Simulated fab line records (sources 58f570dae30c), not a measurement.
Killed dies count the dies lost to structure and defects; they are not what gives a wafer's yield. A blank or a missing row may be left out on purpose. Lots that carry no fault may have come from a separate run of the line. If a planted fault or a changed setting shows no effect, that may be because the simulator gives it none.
Which of the tools did it? -- flow berkeley_cmos170 -- Sampling: 14 lots, 42 wafers, 3 of 331 route steps

WHAT THE GAUGES SHOWED, per wafer
UCB170_ACTIVE_CD_MEAS_90: the cd target is 1200 nm. Usual: cd_nm reads 1199.8 nm (standard deviation 1.6).
lot,measured,on,cd_nm (nm),flag
L812,day 5 10:43,cd_sem-01,1201.6 1201.5 1201.8,
L813,day 5 10:56,cd_sem-01,1200.3 1200.2 1198.8,
L815,day 5 23:34,cd_sem-01,1199.8 1201.0 1199.6,
L818,day 6 09:54,cd_sem-01,1198.1 1196.7 1198.4,
L817,day 6 10:36,cd_sem-01,1200.0 1200.5 1200.7,
L820,day 6 19:20,cd_sem-01,1199.4 1199.2 1198.0,
L821,day 7 08:16,cd_sem-01,1198.3 1198.4 1199.2,
L823,day 7 09:08,cd_sem-01,1199.8 1201.0 1201.2,
L824,day 7 16:56,cd_sem-02,1197.9 1199.1 1198.9,
L825,day 7 17:10,cd_sem-02,1200.2 1199.7 1200.5,
L829,day 8 23:55,cd_sem-02,1199.4 1197.3 1198.6,
L832,day 9 10:26,cd_sem-02,1199.8 1201.2 1200.4,
L833,day 9 10:43,cd_sem-01,1198.6 1200.8 1199.2,
L834,day 9 17:52,cd_sem-01,1197.8 1198.0 1198.3,

UCB170_M1_RS_MEAS_01: a four-point-probe measurement. Usual: for M1_AL_RS the level is 0.0484 ohm/sq and the standard deviation is 0.00055.
lot,measured,on,M1_AL_RS (ohm/sq),flag
L812,day 8 20:59,film_metro-02,0.0492 0.0489 0.0484,
L813,day 8 20:37,film_metro-01,0.0486 0.0488 0.0492,
L815,day 9 13:49,film_metro-03,0.0485 0.0476 0.0481,
L818,day 9 13:59,film_metro-01,0.0474 0.0485 0.0475,
L817,day 9 15:11,film_metro-03,0.0478 0.0486 0.0491,
L820,day 10 07:21,film_metro-01,0.0481 0.0486 0.0478,
L821,day 10 16:29,film_metro-02,0.0479 0.0480 0.0487,
L823,day 10 14:28,film_metro-02,0.0482 0.0489 0.0482,
L824,day 11 06:24,film_metro-02,0.0485 0.0488 0.0490,
L825,day 11 05:43,film_metro-03,0.0481 0.0487 0.0488,
L829,day 12 03:08,film_metro-03,0.0481 0.0485 0.0482,
L832,day 12 19:13,film_metro-01,0.0487 0.0481 0.0488,
L833,day 12 19:14,film_metro-02,0.0485 0.0484 0.0483,
L834,day 12 23:07,film_metro-01,0.0475 0.0489 0.0482,

WHAT TOOL EACH LOT RAN ON (gives the tool, then ch and the chambers of the sampled wafers, and finally the start)
lot,UCB170_NVT_STRIP_08
L812,"plasma_asher-03 ch 0,1, day 7 03:13"
L813,"plasma_asher-02 ch 0,1, day 7 03:27"
L815,"plasma_asher-01 ch 0,1, day 7 12:37"
L818,"plasma_asher-02 ch 0, day 7 21:16"
L817,"plasma_asher-03 ch 0,1, day 7 21:49"
L820,"plasma_asher-01 ch 0,1, day 8 08:16"
L821,"plasma_asher-03 ch 0,1, day 8 23:13"
L823,"plasma_asher-01 ch 0,1, day 8 23:43"
L824,"plasma_asher-03 ch 0,1, day 9 09:57"
L825,"plasma_asher-01 ch 0,1, day 9 09:49"
L829,"plasma_asher-03 ch 0,1, day 10 13:25"
L832,"plasma_asher-03 ch 0,1, day 10 23:31"
L833,"plasma_asher-01 ch 0,1, day 10 23:15"
L834,"plasma_asher-01 ch 0,1, day 11 06:42"
- UCB170_NVT_STRIP_08: strips in O2.

WHAT THE TOOLS THEMSELVES READ (means of the sampled wafers that have a number; where no wafer has one, the mark that the record gives instead)
UCB170_NVT_STRIP_08. Usual: drypump_motor_current_A 5.5 A, standard deviation 0.44; oes_product_au 0.735 a.u., standard deviation 0.0044; strip_time_to_endpoint_s 21.64 s, standard deviation 0.056.
lot,tool,drypump_motor_current_A (A),oes_product_au (a.u.),strip_time_to_endpoint_s (s),flag
L812,plasma_asher-03,5.3,0.739,21.61,
L813,plasma_asher-02,5.3,0.729,21.61,
L815,plasma_asher-01,6.0,0.733,21.67,
L818,plasma_asher-02,5.6,0.742,21.61,
L817,plasma_asher-03,5.3,0.733,21.69,
L820,plasma_asher-01,6.0,0.734,21.73,
L821,plasma_asher-03,5.3,0.736,21.65,
L823,plasma_asher-01,6.0,0.734,21.64,
L824,plasma_asher-03,5.1,0.733,21.65,
L825,plasma_asher-01,6.0,0.729,21.64,
L829,plasma_asher-03,5.3,0.859,21.57,OFF
L832,plasma_asher-03,5.3,0.861,21.70,OFF
L833,plasma_asher-01,6.0,0.732,21.57,
L834,plasma_asher-01,6.0,0.738,21.62,

THE ANSWER, worked out from the rows above alone
Rule: a lot is off if the mean of its wafers that have a number lies more than 3 standard deviations from the usual mean. A lot without any number at a reading at which 4 lots or more have one is off too. Where the step has rows for the other lots, those lots are counted as sound. After the gauges, taken in route order, come the tools' own readings; for these a lot's mean is taken, as printed above. At the first step where some lot is off, the reading lying furthest off is the one used; lots without a number count as furthest.
Off, at UCB170_NVT_STRIP_08 on oes_product_au: L829, L832.
A tool fits if, at that step or a process step before it, it ran every lot that is off, and no sound lot after the first of them. One fits: UCB170_NVT_STRIP_08 on plasma_asher-03. A fault onset in the window from L824 (day 9 09:57, its last sound lot) to L829 (day 10 13:25, its first lot off) fits.
The tool's own readings at UCB170_NVT_STRIP_08 bear it out: on the lots that are off they differ by more than 5 times the standard deviation of the sound lots' means. oes_product_au reads 0.860 a.u. there against 0.734 a.u. on the sound lots.

WHAT THE SIMULATOR HAD PUT IN
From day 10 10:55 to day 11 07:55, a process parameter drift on plasma_asher-03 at UCB170_NVT_STRIP_08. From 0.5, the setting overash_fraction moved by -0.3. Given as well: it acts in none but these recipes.
Lots struck among those shown: L829, L832. The rule above found the same.
